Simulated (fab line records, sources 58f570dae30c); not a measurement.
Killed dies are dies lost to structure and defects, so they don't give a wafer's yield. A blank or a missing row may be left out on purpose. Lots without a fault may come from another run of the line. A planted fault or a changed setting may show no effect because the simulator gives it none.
Which tool did it? | flow berkeley_cmos170 | 14 lots, 42 wafers sampled, at 5 steps of a route of 331

WHAT THE GAUGES READ, wafer by wafer
UCB170_NVT_TW_MEAS_09.
lot  | measured     | on            | NVT_TW
L565 | day 6 08:01  | film_metro-01 | 515 518 517
L566 | day 6 17:01  | film_metro-02 | 522 520 518
L567 | day 6 16:48  | film_metro-02 | 517 518 517
L568 | day 6 16:56  | film_metro-04 | 522 524 527
L570 | day 7 09:55  | film_metro-04 | 528 523 527
L571 | day 7 09:23  | film_metro-01 | 516 514 515
L578 | day 9 08:41  | film_metro-02 | 521 525 524
L579 | day 9 08:23  | film_metro-01 | 523 521 519
L582 | day 9 22:48  | film_metro-01 | 520 522 519
L583 | day 9 23:04  | film_metro-02 | 522 523 522
L584 | day 10 10:56 | film_metro-01 | 518 517 516
L585 | day 10 11:01 | film_metro-04 | 522 524 523
L587 | day 10 18:40 | film_metro-04 | 524 521 526
L588 | day 11 12:29 | film_metro-01 | 515 516 515

UCB170_PVT_TW_MEAS_09.
lot  | measured     | on            | PVT_TW
L565 | day 6 11:09  | film_metro-01 | 497 497 499
L566 | day 6 19:30  | film_metro-03 | 503 502 503
L567 | day 6 19:19  | film_metro-04 | 507 507 510
L568 | day 6 19:13  | film_metro-01 | 501 499 501
L570 | day 7 12:35  | film_metro-01 | 464 464 465
L571 | day 7 11:47  | film_metro-04 | 470 472 469
L578 | day 9 10:47  | film_metro-01 | 506 506 505
L579 | day 9 10:29  | film_metro-01 | 500 504 505
L582 | day 10 01:30 | film_metro-03 | 502 502 502
L583 | day 10 01:43 | film_metro-01 | 502 498 500
L584 | day 10 13:10 | film_metro-01 | 501 500 500
L585 | day 10 13:27 | film_metro-03 | 501 501 503
L587 | day 10 20:10 | film_metro-01 | 502 501 501
L588 | day 11 14:50 | film_metro-04 | 511 509 508

WHICH TOOL RAN EACH LOT (tool, then ch and the chambers of the sampled wafers, then the start)
lot  | UCB170_PWELL_ETCH_14              | UCB170_PWELL_STRIP_16               | UCB170_PVT_IMPLANT_07
L565 | rie_diel-02 ch 0,2,3, day 3 07:54 | plasma_asher-02 ch 0, day 3 08:09   | implanter-01 ch 0, day 6 10:55
L566 | rie_diel-03 ch 0,2,3, day 3 19:18 | plasma_asher-01 ch 0,1, day 3 19:35 | implanter-01 ch 0, day 6 19:17
L567 | rie_diel-02 ch 1,2,3, day 3 19:21 | plasma_asher-02 ch 0,1, day 3 19:37 | implanter-04 ch 0, day 6 19:05
L568 | rie_diel-01 ch 2,3, day 3 19:35   | plasma_asher-02 ch 0,1, day 3 19:50 | implanter-01 ch 0, day 6 18:59
L570 | rie_diel-01 ch 1,2,3, day 4 05:49 | plasma_asher-03 ch 1, day 4 06:04   | implanter-01 ch 0, day 7 12:20
L571 | rie_diel-02 ch 1,2, day 4 12:42   | plasma_asher-01 ch 0,1, day 4 12:59 | implanter-01 ch 0, day 7 11:34
L578 | rie_diel-02 ch 0,1,3, day 6 05:32 | plasma_asher-01 ch 0,1, day 6 05:50 | implanter-02 ch 0, day 9 10:34
L579 | rie_diel-01 ch 0,2,3, day 6 05:36 | plasma_asher-03 ch 0,1, day 6 05:51 | implanter-04 ch 0, day 9 10:14
L582 | rie_diel-02 ch 0,1,3, day 7 01:32 | plasma_asher-01 ch 0,1, day 7 01:47 | implanter-02 ch 0, day 10 01:15
L583 | rie_diel-03 ch 1,2, day 7 01:40   | plasma_asher-02 ch 0,1, day 7 01:55 | implanter-04 ch 0, day 10 01:28
L584 | rie_diel-03 ch 2,3, day 7 11:47   | plasma_asher-01 ch 0,1, day 7 12:02 | implanter-01 ch 0, day 10 12:56
L585 | rie_diel-01 ch 0,1,2, day 7 12:04 | plasma_asher-01 ch 0,1, day 7 12:21 | implanter-04 ch 0, day 10 13:14
L587 | rie_diel-03 ch 0,2, day 7 21:16   | plasma_asher-01 ch 0,1, day 7 21:31 | implanter-04 ch 0, day 10 19:55
L588 | rie_diel-01 ch 0,1,3, day 8 08:35 | plasma_asher-01 ch 0,1, day 8 08:50 | implanter-02 ch 0, day 11 14:35
- UCB170_PWELL_ETCH_14: etches Si3N4 in CH3F/Ar/O2, stops on SiO2, target depth 242 nm, time 151 s.
- UCB170_PWELL_STRIP_16: strips in O2.
- UCB170_PVT_IMPLANT_07

WHAT THE TOOLS THEMSELVES READ (means of the sampled wafers that have a number; where no wafer has one, the mark that the record gives instead)
UCB170_PWELL_ETCH_14.
lot  | tool        | O2_flow_sccm (sccm) | drypump_motor_current_A (A) | oes_product_au (a.u.) | throttle_valve_pct (%)
L565 | rie_diel-02 | 6.985               | 5.9                         | 0.924                 | 8.21
L566 | rie_diel-03 | 6.982               | 5.7                         | 0.930                 | 8.00
L567 | rie_diel-02 | 7.003               | 6.0                         | 0.924                 | 8.09
L568 | rie_diel-01 | 6.997               | 5.5                         | 0.948                 | 8.01
L570 | rie_diel-01 | 7.004               | 5.6                         | 0.952                 | 8.02
L571 | rie_diel-02 | 6.984               | 6.0                         | 0.937                 | 8.14
L578 | rie_diel-02 | 7.008               | 6.2                         | 0.920                 | 8.17
L579 | rie_diel-01 | 6.994               | 5.6                         | 0.941                 | 8.06
L582 | rie_diel-02 | 6.986               | 6.2                         | 0.917                 | 8.17
L583 | rie_diel-03 | 6.993               | 5.3                         | 0.975                 | 8.07
L584 | rie_diel-03 | 6.992               | 5.6                         | 0.964                 | 8.03
L585 | rie_diel-01 | 7.008               | 5.6                         | 0.941                 | 8.06
L587 | rie_diel-03 | 7.008               | 5.5                         | 0.955                 | 8.08
L588 | rie_diel-01 | 6.995               | 5.6                         | 0.951                 | 8.06

UCB170_PWELL_STRIP_16.
lot  | tool            | drypump_motor_current_A (A) | o2_flow_sccm (sccm) | oes_product_au (a.u.) | strip_time_to_endpoint_s (s)
L565 | plasma_asher-02 | 5.6                         | 400.5               | 0.722                 | 18.02
L566 | plasma_asher-01 | 6.4                         | 399.4               | 0.717                 | 18.02
L567 | plasma_asher-02 | 6.3                         | 399.6               | 0.721                 | 18.21
L568 | plasma_asher-02 | 6.3                         | 400.7               | 0.712                 | 18.05
L570 | plasma_asher-03 | 5.7                         | 400.5               | 0.723                 | 18.09
L571 | plasma_asher-01 | 6.4                         | 401.1               | 0.719                 | 18.23
L578 | plasma_asher-01 | 6.2                         | 400.4               | 0.719                 | 18.07
L579 | plasma_asher-03 | 5.8                         | 400.7               | 0.722                 | 18.04
L582 | plasma_asher-01 | 6.3                         | 401.4               | 0.720                 | 18.00
L583 | plasma_asher-02 | 6.0                         | 401.0               | 0.723                 | 17.86
L584 | plasma_asher-01 | 6.2                         | 399.4               | 0.720                 | 18.09
L585 | plasma_asher-01 | 6.2                         | 401.0               | 0.719                 | 17.99
L587 | plasma_asher-01 | 6.3                         | 398.7               | 0.726                 | 18.00
L588 | plasma_asher-01 | 6.2                         | 399.5               | 0.722                 | 18.04

UCB170_PVT_IMPLANT_07.
lot  | tool         | dose_ions_cm2 | faraday_current_uA
L565 | implanter-01 | 2.0004e+12    | 6.30
L566 | implanter-01 | 1.9987e+12    | 6.42
L567 | implanter-04 | 1.9966e+12    | 6.43
L568 | implanter-01 | 1.9965e+12    | 6.33
L570 | implanter-01 | 1.5602e+12    | 4.85
L571 | implanter-01 | 1.5610e+12    | 4.94
L578 | implanter-02 | 1.9989e+12    | 6.33
L579 | implanter-04 | 2.0006e+12    | 6.26
L582 | implanter-02 | 1.9979e+12    | 6.33
L583 | implanter-04 | 2.0018e+12    | 6.42
L584 | implanter-01 | 1.9976e+12    | 6.44
L585 | implanter-04 | 1.9993e+12    | 6.47
L587 | implanter-04 | 2.0000e+12    | 6.20
L588 | implanter-02 | 1.9992e+12    | 6.34

THE ANSWER, worked out from the rows above alone
Rule: what is usual is taken from the lots themselves. Put in order of their means at a reading, lots are off if they are a third of the lots or fewer, leave a main group of 4 or more, and stand apart from it by a gap of 3 or more times the standard deviation of the main group's means; of several such gaps the widest counts. A main group whose means are all the same, to the digits that the tables above print for the reading, isn't used. A lot without any number at a reading at which 4 lots or more have one is off too. The other lots that the step has rows for count as sound. The gauges are gone through in route order, then the tools' own readings, and for those a lot's mean is taken as printed above. The first step at which some lot is off is used, and at that step the reading that is off furthest; a lot without a number counts as furthest.
Off: L570, L571, at UCB170_PVT_TW_MEAS_09 (PVT_TW). The main group: mean 503, standard deviation 3.3.
A tool fits if, at a process step before that reading, it ran every lot that is off, and no sound lot after the first of them. The gauges at UCB170_PVT_TW_MEAS_09 aren't tried: what is off there is off at UCB170_PVT_IMPLANT_07 too, on other tools, and a gauge's error can't cause that. None of those tried fits.

WHAT THE SIMULATOR HAD PUT IN
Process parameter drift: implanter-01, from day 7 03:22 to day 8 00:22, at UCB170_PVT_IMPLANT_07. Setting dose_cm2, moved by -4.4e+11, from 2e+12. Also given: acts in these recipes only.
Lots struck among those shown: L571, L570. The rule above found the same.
